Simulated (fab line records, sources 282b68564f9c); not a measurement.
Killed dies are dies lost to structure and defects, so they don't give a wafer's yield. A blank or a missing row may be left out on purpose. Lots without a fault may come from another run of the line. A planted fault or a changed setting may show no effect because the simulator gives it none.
One fault seen from 2 desks | flow rit_cmos | each desk has only its own numbers; what lay behind them comes last

THE TOOL OWNER'S DESK: implanter-03
The tool's own readings at RIT_NRETRO_IMPLANT_08: means of the sampled wafers that have a number, for each lot that ran on this tool. A lot is out of limits, marked OUT, if its mean lies more than 4 standard deviations from the usual mean; the brackets give that distance.
Columns: A = beam_energy_keV at RIT_NRETRO_IMPLANT_08, usual 69.999
lot  | first seen here | A
L718 | day 3 21:43     | 70.010
L726 | day 5 23:17     | 70.916 (+37) OUT
L727 | day 6 02:37     | 70.924 (+37) OUT
This desk's finding: out of limits on L726, L727; first on L726, day 5 23:17 (beam_energy_keV at RIT_NRETRO_IMPLANT_08). In limits: L718.

THE METROLOGY DESK
What the gauges read, lot by lot, whatever tool the lot ran on: means of the sampled wafers that have a number. A lot is out of limits, marked OUT, if its mean lies more than 4 standard deviations from the usual mean; the brackets give that distance.
Columns: A = PWELL_TW at RIT_PWELL_TW_MEAS_10, usual 953; B = NWELL_RS at RIT_WELLDRIVE_RS_MEAS_01, usual 275.6 ohm/sq; C = PWELL_RS at RIT_WELLDRIVE_RS_MEAS_02, usual 429.6 ohm/sq; D = NRETRO_OVL at RIT_NRETRO_OVL_MEAS_06, usual -1.4 nm
lot  | first seen here | A   | B     | C     | D
L710 | day 1 22:47     | 949 | 274.9 | 430.2 | -3.0
L718 | day 3 15:05     | 950 | 275.2 | 431.1 | -2.5
L726 | day 5 16:26     | 958 | 275.4 | 427.9 | -2.8
L727 | day 5 17:24     | 970 | 275.3 | 428.0 | -0.1
L733 | day 7 02:30     | 950 | 275.4 | 429.1 | -2.8
L732 | day 7 02:46     | 956 | 276.5 | 428.7 | -1.0
This desk's finding: nothing out of limits on any of the 6 lots.

PUT TOGETHER
The tool owner's desk could have raised an alarm at day 5 23:17, on L726, L727.
The metrology desk saw nothing out of limits.
The metrology desk has L726, L727 on record, within its limits.
Of the lots named, all ran RIT_NRETRO_IMPLANT_08 on implanter-03.

WHAT THE SIMULATOR HAD PUT IN
Process parameter drift: implanter-03, from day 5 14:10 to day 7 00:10, at RIT_NRETRO_IMPLANT_08. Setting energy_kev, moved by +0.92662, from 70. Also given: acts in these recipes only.
Lots struck among those shown: L726, L727.
Hours from the fault's start to each desk's first reading out of limits: the tool owner's desk, 9.
